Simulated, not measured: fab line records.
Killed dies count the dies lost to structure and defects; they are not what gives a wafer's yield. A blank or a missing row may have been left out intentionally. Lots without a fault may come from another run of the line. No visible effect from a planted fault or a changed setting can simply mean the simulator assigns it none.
Which tool was responsible? || flow berkeley cmos170 || 72 wafers from 24 lots sampled at 6 of the route's 331 steps

WHAT THE GAUGES SHOWED, per wafer
UCB170_V2_CD_MEAS_12 targets a cd of 700 nm.
{"lot": "L077", "measured": "day 9 06:14", "on": "cd sem-02", "cd nm (nm)": "701.7 701.4 700.7"}
{"lot": "L074", "measured": "day 9 07:18", "on": "cd sem-02", "cd nm (nm)": "698.7 698.0 698.3"}
{"lot": "L075", "measured": "day 9 08:45", "on": "cd sem-01", "cd nm (nm)": "702.8 699.5 701.6"}
{"lot": "L076", "measured": "day 9 09:04", "on": "cd sem-01", "cd nm (nm)": "699.6 700.5 699.8"}
{"lot": "L079", "measured": "day 9 15:18", "on": "cd sem-02", "cd nm (nm)": "700.8 700.9 699.3"}
{"lot": "L080", "measured": "day 9 16:53", "on": "cd sem-01", "cd nm (nm)": "699.9 700.1 701.7"}
{"lot": "L078", "measured": "day 10 02:17", "on": "cd sem-02", "cd nm (nm)": "701.8 701.2 701.7"}
{"lot": "L082", "measured": "day 10 01:43", "on": "cd sem-01", "cd nm (nm)": "699.1 700.5 698.6"}
{"lot": "L081", "measured": "day 10 02:21", "on": "cd sem-01", "cd nm (nm)": "701.8 701.7 701.4"}
{"lot": "L083", "measured": "day 10 11:52", "on": "cd sem-01", "cd nm (nm)": "700.6 700.0 700.3"}
{"lot": "L085", "measured": "day 10 12:36", "on": "cd sem-01", "cd nm (nm)": "700.1 701.4 699.9"}
{"lot": "L084", "measured": "day 10 16:41", "on": "cd sem-02", "cd nm (nm)": "700.2 700.1 699.3"}
{"lot": "L086", "measured": "day 10 23:16", "on": "cd sem-01", "cd nm (nm)": "701.1 701.4 702.4"}
{"lot": "L088", "measured": "day 11 02:43", "on": "cd sem-02", "cd nm (nm)": "697.4 698.8 697.7"}
{"lot": "L087", "measured": "day 11 04:11", "on": "cd sem-01", "cd nm (nm)": "698.6 699.7 697.8"}
{"lot": "L089", "measured": "day 11 04:27", "on": "cd sem-02", "cd nm (nm)": "701.3 701.4 700.6"}
{"lot": "L091", "measured": "day 12 05:43", "on": "cd sem-02", "cd nm (nm)": "701.4 700.8 701.7"}
{"lot": "L094", "measured": "day 12 07:07", "on": "cd sem-02", "cd nm (nm)": "703.0 701.1 701.5"}
{"lot": "L090", "measured": "day 12 08:05", "on": "cd sem-01", "cd nm (nm)": "701.6 700.2 702.2"}
{"lot": "L092", "measured": "day 12 08:38", "on": "cd sem-01", "cd nm (nm)": "702.8 701.9 703.1"}
{"lot": "L093", "measured": "day 12 09:01", "on": "cd sem-01", "cd nm (nm)": "699.4 699.8 699.5"}
{"lot": "L095", "measured": "day 13 01:47", "on": "cd sem-02", "cd nm (nm)": "700.7 701.2 702.1"}
{"lot": "L096", "measured": "day 13 02:16", "on": "cd sem-02", "cd nm (nm)": "701.5 702.4 702.5"}
{"lot": "L097", "measured": "day 13 02:49", "on": "cd sem-02", "cd nm (nm)": "700.5 700.5 700.9"}

UCB170_M3_CD_MEAS_15 targets a cd of 700 nm.
{"lot": "L077", "measured": "day 9 09:13", "on": "cd sem-01", "cd nm (nm)": "698.1 699.1 697.8"}
{"lot": "L074", "measured": "day 9 11:38", "on": "cd sem-02", "cd nm (nm)": "700.3 699.1 700.3"}
{"lot": "L075", "measured": "day 9 12:52", "on": "cd sem-01", "cd nm (nm)": "702.4 701.3 701.1"}
{"lot": "L076", "measured": "day 9 12:56", "on": "cd sem-02", "cd nm (nm)": "700.9 700.0 701.6"}
{"lot": "L079", "measured": "day 9 18:38", "on": "cd sem-01", "cd nm (nm)": "702.9 701.9 702.0"}
{"lot": "L080", "measured": "day 9 19:55", "on": "cd sem-01", "cd nm (nm)": "699.9 698.5 699.4"}
{"lot": "L078", "measured": "day 10 05:41", "on": "cd sem-01", "cd nm (nm)": "695.9 695.6 694.0"}
{"lot": "L082", "measured": "day 10 05:35", "on": "cd sem-02", "cd nm (nm)": "701.1 700.9 700.9"}
{"lot": "L081", "measured": "day 10 06:02", "on": "cd sem-01", "cd nm (nm)": "703.0 702.5 702.4"}
{"lot": "L083", "measured": "day 10 15:05", "on": "cd sem-02", "cd nm (nm)": "699.4 701.4 699.1"}
{"lot": "L085", "measured": "day 10 15:25", "on": "cd sem-01", "cd nm (nm)": "698.8 698.0 698.9"}
{"lot": "L084", "measured": "day 10 23:10", "on": "cd sem-01", "cd nm (nm)": "700.9 700.2 700.3"}
{"lot": "L086", "measured": "day 11 02:17", "on": "cd sem-02", "cd nm (nm)": "700.4 701.0 699.5"}
{"lot": "L088", "measured": "day 11 05:18", "on": "cd sem-01", "cd nm (nm)": "699.2 699.9 700.5"}
{"lot": "L087", "measured": "day 11 06:45", "on": "cd sem-01", "cd nm (nm)": "701.6 700.4 700.7"}
{"lot": "L089", "measured": "day 11 07:05", "on": "cd sem-02", "cd nm (nm)": "701.0 701.0 700.8"}
{"lot": "L091", "measured": "day 12 08:22", "on": "cd sem-01", "cd nm (nm)": "698.4 698.2 697.3"}
{"lot": "L094", "measured": "day 12 11:10", "on": "cd sem-01", "cd nm (nm)": "700.9 702.1 702.9"}
{"lot": "L090", "measured": "day 12 11:58", "on": "cd sem-01", "cd nm (nm)": "696.6 696.7 697.9"}
{"lot": "L092", "measured": "day 12 12:28", "on": "cd sem-02", "cd nm (nm)": "702.0 701.2 700.4"}
{"lot": "L093", "measured": "day 12 13:26", "on": "cd sem-02", "cd nm (nm)": "697.1 698.5 697.4"}
{"lot": "L095", "measured": "day 13 04:26", "on": "cd sem-01", "cd nm (nm)": "699.7 699.9 699.0"}
{"lot": "L096", "measured": "day 13 04:55", "on": "cd sem-02", "cd nm (nm)": "699.5 701.2 701.9"}
{"lot": "L097", "measured": "day 13 05:16", "on": "cd sem-01", "cd nm (nm)": "698.9 701.5 699.3"}

UCB170_M3_CD_MEAS_90 targets a cd of 700 nm.
{"lot": "L077", "measured": "day 9 09:41", "on": "cd sem-02", "cd nm (nm)": "696.7 698.4 697.1"}
{"lot": "L074", "measured": "day 9 12:07", "on": "cd sem-02", "cd nm (nm)": "700.4 695.7 696.4"}
{"lot": "L075", "measured": "day 9 13:21", "on": "cd sem-02", "cd nm (nm)": "700.2 694.7 698.2"}
{"lot": "L076", "measured": "day 9 13:25", "on": "cd sem-01", "cd nm (nm)": "695.3 697.1 695.4"}
{"lot": "L079", "measured": "day 9 19:08", "on": "cd sem-01", "cd nm (nm)": "700.7 700.3 699.3"}
{"lot": "L080", "measured": "day 9 20:23", "on": "cd sem-01", "cd nm (nm)": "694.8 696.4 696.8"}
{"lot": "L078", "measured": "day 10 06:15", "on": "cd sem-01", "cd nm (nm)": "693.9 694.6 690.7"}
{"lot": "L082", "measured": "day 10 06:07", "on": "cd sem-01", "cd nm (nm)": "699.2 700.3 699.8"}
{"lot": "L081", "measured": "day 10 06:31", "on": "cd sem-01", "cd nm (nm)": "698.7 697.5 700.0"}
{"lot": "L083", "measured": "day 10 15:34", "on": "cd sem-01", "cd nm (nm)": "700.2 694.5 698.5"}
{"lot": "L085", "measured": "day 10 15:58", "on": "cd sem-02", "cd nm (nm)": "696.9 694.7 697.5"}
{"lot": "L084", "measured": "day 10 23:39", "on": "cd sem-02", "cd nm (nm)": "698.0 695.4 699.8"}
{"lot": "L086", "measured": "day 11 02:52", "on": "cd sem-01", "cd nm (nm)": "697.5 699.9 696.9"}
{"lot": "L088", "measured": "day 11 05:47", "on": "cd sem-02", "cd nm (nm)": "694.4 693.5 697.6"}
{"lot": "L087", "measured": "day 11 07:14", "on": "cd sem-01", "cd nm (nm)": "699.1 696.9 697.8"}
{"lot": "L089", "measured": "day 11 07:34", "on": "cd sem-02", "cd nm (nm)": "700.8 695.2 696.2"}
{"lot": "L091", "measured": "day 12 08:51", "on": "cd sem-01", "cd nm (nm)": "695.8 690.8 692.6"}
{"lot": "L094", "measured": "day 12 11:42", "on": "cd sem-01", "cd nm (nm)": "697.9 701.2 702.0"}
{"lot": "L090", "measured": "day 12 12:38", "on": "cd sem-02", "cd nm (nm)": "695.4 694.5 696.7"}
{"lot": "L092", "measured": "day 12 12:56", "on": "cd sem-01", "cd nm (nm)": "696.4 696.9 699.6"}
{"lot": "L093", "measured": "day 12 13:55", "on": "cd sem-01", "cd nm (nm)": "694.3 696.3 703.5"}
{"lot": "L095", "measured": "day 13 04:55", "on": "cd sem-01", "cd nm (nm)": "694.1 696.9 695.7"}
{"lot": "L096", "measured": "day 13 05:24", "on": "cd sem-02", "cd nm (nm)": "704.0 703.9 697.5"}
{"lot": "L097", "measured": "day 13 05:46", "on": "cd sem-02", "cd nm (nm)": "700.0 700.9 698.1"}

UCB170_M3_BOW_MEAS_20.
{"lot": "L077", "measured": "day 9 09:57", "on": "film metro-04", "M3_BOW (um)": "29 32 31"}
{"lot": "L074", "measured": "day 9 12:14", "on": "film metro-04", "M3_BOW (um)": "39 37 22"}
{"lot": "L075", "measured": "day 9 13:28", "on": "film metro-01", "M3_BOW (um)": "43 41 41"}
{"lot": "L076", "measured": "day 9 13:35", "on": "film metro-01", "M3_BOW (um)": "39 39 42"}
{"lot": "L079", "measured": "day 9 19:15", "on": "film metro-04", "M3_BOW (um)": "26 31 32"}
{"lot": "L080", "measured": "day 9 20:31", "on": "film metro-01", "M3_BOW (um)": "32 36 33"}
{"lot": "L078", "measured": "day 10 06:22", "on": "film metro-04", "M3_BOW (um)": "34 35 35"}
{"lot": "L082", "measured": "day 10 06:14", "on": "film metro-01", "M3_BOW (um)": "36 41 42"}
{"lot": "L081", "measured": "day 10 06:38", "on": "film metro-01", "M3_BOW (um)": "36 43 34"}
{"lot": "L083", "measured": "day 10 15:41", "on": "film metro-01", "M3_BOW (um)": "38 35 35"}
{"lot": "L085", "measured": "day 10 16:05", "on": "film metro-03", "M3_BOW (um)": "39 36 28"}
{"lot": "L084", "measured": "day 10 23:46", "on": "film metro-03", "M3_BOW (um)": "41 39 46"}
{"lot": "L086", "measured": "day 11 02:59", "on": "film metro-03", "M3_BOW (um)": "43 51 35"}
{"lot": "L088", "measured": "day 11 05:54", "on": "film metro-04", "M3_BOW (um)": "28 26 34"}
{"lot": "L087", "measured": "day 11 07:22", "on": "film metro-04", "M3_BOW (um)": "24 48 42"}
{"lot": "L089", "measured": "day 11 07:41", "on": "film metro-03", "M3_BOW (um)": "28 31 28"}
{"lot": "L091", "measured": "day 12 08:58", "on": "film metro-03", "M3_BOW (um)": "29 25 30"}
{"lot": "L094", "measured": "day 12 11:49", "on": "film metro-03", "M3_BOW (um)": "28 34 34"}
{"lot": "L090", "measured": "day 12 12:45", "on": "film metro-03", "M3_BOW (um)": "33 42 39"}
{"lot": "L092", "measured": "day 12 13:04", "on": "film metro-01", "M3_BOW (um)": "34 28 26"}
{"lot": "L093", "measured": "day 12 14:02", "on": "film metro-04", "M3_BOW (um)": "34 34 34"}
{"lot": "L095", "measured": "day 13 05:02", "on": "film metro-04", "M3_BOW (um)": "34 27 27"}
{"lot": "L096", "measured": "day 13 05:31", "on": "film metro-03", "M3_BOW (um)": "31 36 39"}
{"lot": "L097", "measured": "day 13 05:53", "on": "film metro-01", "M3_BOW (um)": "32 26 36"}

WHAT TOOL EACH LOT RAN ON (gives the tool, then ch and the chambers of the sampled wafers, and finally the start)
{"lot": "L077", "UCB170_V1_STRIP_15": "plasma asher-02 ch 1, day 8 23:34", "UCB170_V2_ETCH_14": "rie diel-04 ch 0,2,3, day 9 06:23"}
{"lot": "L074", "UCB170_V1_STRIP_15": "plasma asher-04 ch 0,1, day 9 01:29", "UCB170_V2_ETCH_14": "rie diel-03 ch 0,2,3, day 9 07:29"}
{"lot": "L075", "UCB170_V1_STRIP_15": "plasma asher-04 ch 0,1, day 9 03:11", "UCB170_V2_ETCH_14": "rie diel-04 ch 0,1, day 9 08:53"}
{"lot": "L076", "UCB170_V1_STRIP_15": "plasma asher-02 ch 0,1, day 9 03:28", "UCB170_V2_ETCH_14": "rie diel-03 ch 0,3, day 9 09:12"}
{"lot": "L079", "UCB170_V1_STRIP_15": "plasma asher-04 ch 0,1, day 9 09:40", "UCB170_V2_ETCH_14": "rie diel-04 ch 1,2,3, day 9 15:27"}
{"lot": "L080", "UCB170_V1_STRIP_15": "plasma asher-01 ch 0,1, day 9 11:43", "UCB170_V2_ETCH_14": "rie diel-03 ch 0,2,3, day 9 17:03"}
{"lot": "L078", "UCB170_V1_STRIP_15": "plasma asher-04 ch 0,1, day 9 17:52", "UCB170_V2_ETCH_14": "rie diel-04 ch 1,3, day 10 02:26"}
{"lot": "L082", "UCB170_V1_STRIP_15": "plasma asher-04 ch 0,1, day 9 18:26", "UCB170_V2_ETCH_14": "rie diel-03 ch 0,1,2, day 10 01:53"}
{"lot": "L081", "UCB170_V1_STRIP_15": "plasma asher-02 ch 0,1, day 9 19:22", "UCB170_V2_ETCH_14": "rie diel-01 ch 0,1,2, day 10 02:28"}
{"lot": "L083", "UCB170_V1_STRIP_15": "plasma asher-01 ch 0,1, day 10 06:41", "UCB170_V2_ETCH_14": "rie diel-01 ch 1,2,3, day 10 12:01"}
{"lot": "L085", "UCB170_V1_STRIP_15": "plasma asher-02 ch 0,1, day 10 07:34", "UCB170_V2_ETCH_14": "rie diel-04 ch 1,2,3, day 10 12:41"}
{"lot": "L084", "UCB170_V1_STRIP_15": "plasma asher-01 ch 0,1, day 10 09:36", "UCB170_V2_ETCH_14": "rie diel-03 ch 0,1,2, day 10 16:52"}
{"lot": "L086", "UCB170_V1_STRIP_15": "plasma asher-04 ch 0,1, day 10 16:23", "UCB170_V2_ETCH_14": "rie diel-01 ch 0,1,3, day 10 23:23"}
{"lot": "L088", "UCB170_V1_STRIP_15": "plasma asher-04 ch 0,1, day 10 20:10", "UCB170_V2_ETCH_14": "rie diel-01 ch 1,2,3, day 11 02:52"}
{"lot": "L087", "UCB170_V1_STRIP_15": "plasma asher-02 ch 0,1, day 10 22:17", "UCB170_V2_ETCH_14": "rie diel-04 ch 0,1,3, day 11 04:20"}
{"lot": "L089", "UCB170_V1_STRIP_15": "plasma asher-01 ch 1, day 10 22:54", "UCB170_V2_ETCH_14": "rie diel-03 ch 0,2, day 11 04:37"}
{"lot": "L091", "UCB170_V1_STRIP_15": "plasma asher-01 ch 0, day 11 23:35", "UCB170_V2_ETCH_14": "rie diel-04 ch 1,2, day 12 05:52"}
{"lot": "L094", "UCB170_V1_STRIP_15": "plasma asher-01 ch 0, day 12 01:34", "UCB170_V2_ETCH_14": "rie diel-01 ch 0,1, day 12 07:16"}
{"lot": "L090", "UCB170_V1_STRIP_15": "plasma asher-04 ch 0,1, day 12 02:34", "UCB170_V2_ETCH_14": "rie diel-03 ch 0,2, day 12 08:13"}
{"lot": "L092", "UCB170_V1_STRIP_15": "plasma asher-01 ch 0,1, day 12 02:41", "UCB170_V2_ETCH_14": "rie diel-04 ch 0,3, day 12 08:46"}
{"lot": "L093", "UCB170_V1_STRIP_15": "plasma asher-02 ch 0,1, day 12 02:53", "UCB170_V2_ETCH_14": "rie diel-01 ch 0,1,3, day 12 09:07"}
{"lot": "L095", "UCB170_V1_STRIP_15": "plasma asher-01 ch 0,1, day 12 19:52", "UCB170_V2_ETCH_14": "rie diel-01 ch 0,2,3, day 13 01:55"}
{"lot": "L096", "UCB170_V1_STRIP_15": "plasma asher-02 ch 0,1, day 12 20:10", "UCB170_V2_ETCH_14": "rie diel-03 ch 0,1, day 13 02:22"}
{"lot": "L097", "UCB170_V1_STRIP_15": "plasma asher-04 ch 0,1, day 12 20:23", "UCB170_V2_ETCH_14": "rie diel-01 ch 0,2,3, day 13 02:58"}
- UCB170_V1_STRIP_15: strips in O2.
- UCB170_V2_ETCH_14: etches SiO2 in CHF3/CF4/Ar, stops on Al, target depth 1250 nm, time 291 s.

AS READ BY THE TOOLS THEMSELVES (means over the sampled wafers that have a number; for cases with no such wafer, the mark the record gives instead)
UCB170_V1_STRIP_15.
{"lot": "L077", "tool": "plasma asher-02", "drypump motor current A (A)": 6.3, "oes product au (a.u.)": 0.727, "strip time to endpoint s (s)": 15.27}
{"lot": "L074", "tool": "plasma asher-04", "drypump motor current A (A)": 5.5, "oes product au (a.u.)": 0.724, "strip time to endpoint s (s)": 15.40}
{"lot": "L075", "tool": "plasma asher-04", "drypump motor current A (A)": 5.6, "oes product au (a.u.)": 0.721, "strip time to endpoint s (s)": 15.32}
{"lot": "L076", "tool": "plasma asher-02", "drypump motor current A (A)": 6.3, "oes product au (a.u.)": 0.723, "strip time to endpoint s (s)": 15.22}
{"lot": "L079", "tool": "plasma asher-04", "drypump motor current A (A)": 5.5, "oes product au (a.u.)": 0.723, "strip time to endpoint s (s)": 15.33}
{"lot": "L080", "tool": "plasma asher-01", "drypump motor current A (A)": 6.1, "oes product au (a.u.)": 0.722, "strip time to endpoint s (s)": 15.28}
{"lot": "L078", "tool": "plasma asher-04", "drypump motor current A (A)": 5.5, "oes product au (a.u.)": 0.719, "strip time to endpoint s (s)": 15.42}
{"lot": "L082", "tool": "plasma asher-04", "drypump motor current A (A)": 5.5, "oes product au (a.u.)": 0.718, "strip time to endpoint s (s)": 15.46}
{"lot": "L081", "tool": "plasma asher-02", "drypump motor current A (A)": 6.3, "oes product au (a.u.)": 0.722, "strip time to endpoint s (s)": 15.11}
{"lot": "L083", "tool": "plasma asher-01", "drypump motor current A (A)": 6.1, "oes product au (a.u.)": 0.726, "strip time to endpoint s (s)": 15.21}
{"lot": "L085", "tool": "plasma asher-02", "drypump motor current A (A)": 6.2, "oes product au (a.u.)": 0.719, "strip time to endpoint s (s)": 15.31}
{"lot": "L084", "tool": "plasma asher-01", "drypump motor current A (A)": 6.1, "oes product au (a.u.)": 0.718, "strip time to endpoint s (s)": 15.49}
{"lot": "L086", "tool": "plasma asher-04", "drypump motor current A (A)": 5.5, "oes product au (a.u.)": 0.722, "strip time to endpoint s (s)": 15.17}
{"lot": "L088", "tool": "plasma asher-04", "drypump motor current A (A)": 5.5, "oes product au (a.u.)": 0.717, "strip time to endpoint s (s)": 15.25}
{"lot": "L087", "tool": "plasma asher-02", "drypump motor current A (A)": 6.3, "oes product au (a.u.)": 0.722, "strip time to endpoint s (s)": 15.25}
{"lot": "L089", "tool": "plasma asher-01", "drypump motor current A (A)": 6.0, "oes product au (a.u.)": 0.725, "strip time to endpoint s (s)": 15.31}
{"lot": "L091", "tool": "plasma asher-01", "drypump motor current A (A)": 6.3, "oes product au (a.u.)": 0.722, "strip time to endpoint s (s)": 15.36}
{"lot": "L094", "tool": "plasma asher-01", "drypump motor current A (A)": 6.3, "oes product au (a.u.)": 0.724, "strip time to endpoint s (s)": 15.33}
{"lot": "L090", "tool": "plasma asher-04", "drypump motor current A (A)": 5.5, "oes product au (a.u.)": 0.719, "strip time to endpoint s (s)": 15.45}
{"lot": "L092", "tool": "plasma asher-01", "drypump motor current A (A)": 6.2, "oes product au (a.u.)": 0.718, "strip time to endpoint s (s)": 15.20}
{"lot": "L093", "tool": "plasma asher-02", "drypump motor current A (A)": 6.2, "oes product au (a.u.)": 0.725, "strip time to endpoint s (s)": 15.22}
{"lot": "L095", "tool": "plasma asher-01", "drypump motor current A (A)": 6.2, "oes product au (a.u.)": 0.725, "strip time to endpoint s (s)": 15.22}
{"lot": "L096", "tool": "plasma asher-02", "drypump motor current A (A)": 6.2, "oes product au (a.u.)": 0.725, "strip time to endpoint s (s)": 15.32}
{"lot": "L097", "tool": "plasma asher-04", "drypump motor current A (A)": 5.5, "oes product au (a.u.)": 0.721, "strip time to endpoint s (s)": 15.09}

UCB170_V2_ETCH_14.
{"lot": "L077", "tool": "rie diel-04", "drypump motor current A (A)": 5.6, "oes product au (a.u.)": 0.866, "rf fwd power W (W)": 698.6, "throttle valve pct (%)": 6.85}
{"lot": "L074", "tool": "rie diel-03", "drypump motor current A (A)": 5.9, "oes product au (a.u.)": 0.884, "rf fwd power W (W)": 698.9, "throttle valve pct (%)": 6.95}
{"lot": "L075", "tool": "rie diel-04", "drypump motor current A (A)": 6.1, "oes product au (a.u.)": 0.857, "rf fwd power W (W)": 697.3, "throttle valve pct (%)": 7.08}
{"lot": "L076", "tool": "rie diel-03", "drypump motor current A (A)": 5.8, "oes product au (a.u.)": 0.874, "rf fwd power W (W)": 698.0, "throttle valve pct (%)": 6.91}
{"lot": "L079", "tool": "rie diel-04", "drypump motor current A (A)": 5.7, "oes product au (a.u.)": 0.869, "rf fwd power W (W)": 697.6, "throttle valve pct (%)": 6.86}
{"lot": "L080", "tool": "rie diel-03", "drypump motor current A (A)": 5.9, "oes product au (a.u.)": 0.881, "rf fwd power W (W)": 697.9, "throttle valve pct (%)": 6.95}
{"lot": "L078", "tool": "rie diel-04", "drypump motor current A (A)": 6.1, "oes product au (a.u.)": 0.865, "rf fwd power W (W)": 698.3, "throttle valve pct (%)": 6.84}
{"lot": "L082", "tool": "rie diel-03", "drypump motor current A (A)": 6.0, "oes product au (a.u.)": 0.879, "rf fwd power W (W)": 699.1, "throttle valve pct (%)": 6.96}
{"lot": "L081", "tool": "rie diel-01", "drypump motor current A (A)": 5.7, "oes product au (a.u.)": 0.880, "rf fwd power W (W)": 700.1, "throttle valve pct (%)": 6.89}
{"lot": "L083", "tool": "rie diel-01", "drypump motor current A (A)": 6.0, "oes product au (a.u.)": 0.886, "rf fwd power W (W)": 699.2, "throttle valve pct (%)": 6.99}
{"lot": "L085", "tool": "rie diel-04", "drypump motor current A (A)": 5.7, "oes product au (a.u.)": 0.870, "rf fwd power W (W)": 696.8, "throttle valve pct (%)": 6.86}
{"lot": "L084", "tool": "rie diel-03", "drypump motor current A (A)": 6.0, "oes product au (a.u.)": 0.877, "rf fwd power W (W)": 698.1, "throttle valve pct (%)": 6.95}
{"lot": "L086", "tool": "rie diel-01", "drypump motor current A (A)": 5.7, "oes product au (a.u.)": 0.881, "rf fwd power W (W)": 698.2, "throttle valve pct (%)": 6.94}
{"lot": "L088", "tool": "rie diel-01", "drypump motor current A (A)": 6.0, "oes product au (a.u.)": 0.877, "rf fwd power W (W)": 699.7, "throttle valve pct (%)": 6.99}
{"lot": "L087", "tool": "rie diel-04", "drypump motor current A (A)": 6.1, "oes product au (a.u.)": 0.862, "rf fwd power W (W)": 696.2, "throttle valve pct (%)": 6.95}
{"lot": "L089", "tool": "rie diel-03", "drypump motor current A (A)": 5.9, "oes product au (a.u.)": 0.888, "rf fwd power W (W)": 701.4, "throttle valve pct (%)": 6.98}
{"lot": "L091", "tool": "rie diel-04", "drypump motor current A (A)": 5.4, "oes product au (a.u.)": 0.872, "rf fwd power W (W)": 696.4, "throttle valve pct (%)": 6.88}
{"lot": "L094", "tool": "rie diel-01", "drypump motor current A (A)": 5.4, "oes product au (a.u.)": 0.878, "rf fwd power W (W)": 699.4, "throttle valve pct (%)": 6.93}
{"lot": "L090", "tool": "rie diel-03", "drypump motor current A (A)": 5.9, "oes product au (a.u.)": 0.883, "rf fwd power W (W)": 698.5, "throttle valve pct (%)": 6.89}
{"lot": "L092", "tool": "rie diel-04", "drypump motor current A (A)": 6.0, "oes product au (a.u.)": 0.860, "rf fwd power W (W)": 696.1, "throttle valve pct (%)": 6.94}
{"lot": "L093", "tool": "rie diel-01", "drypump motor current A (A)": 5.7, "oes product au (a.u.)": 0.883, "rf fwd power W (W)": 699.5, "throttle valve pct (%)": 6.94}
{"lot": "L095", "tool": "rie diel-01", "drypump motor current A (A)": 6.0, "oes product au (a.u.)": 0.882, "rf fwd power W (W)": 698.3, "throttle valve pct (%)": 6.90}
{"lot": "L096", "tool": "rie diel-03", "drypump motor current A (A)": 6.0, "oes product au (a.u.)": 0.875, "rf fwd power W (W)": 699.4, "throttle valve pct (%)": 6.87}
{"lot": "L097", "tool": "rie diel-01", "drypump motor current A (A)": 6.0, "oes product au (a.u.)": 0.884, "rf fwd power W (W)": 699.2, "throttle valve pct (%)": 6.90}

THE ANSWER, worked out from the rows above alone
Rule: the usual values come from the lots themselves. The widest of any qualifying gaps counts: lots, ordered by their means at a reading, are off when they make up no more than a third of the lots, leave a main group of 4 or more, and stand apart from it by 3 or more times the standard deviation of that group's means. If all means in a main group match to the digits the tables above print for the reading, that group is not used. Also off: a lot with no number at a reading for which 4 or more lots have one. Where the step has rows for the other lots, those lots are counted as sound. After the gauges, taken in route order, come the tools' own readings; for these a lot's mean is taken, as printed above. At the first step where some lot is off, the reading lying furthest off is the one used; lots without a number count as furthest.
No lot is off at any reading shown: from this, nothing can be told.

WHAT THE SIMULATOR HAD PUT IN
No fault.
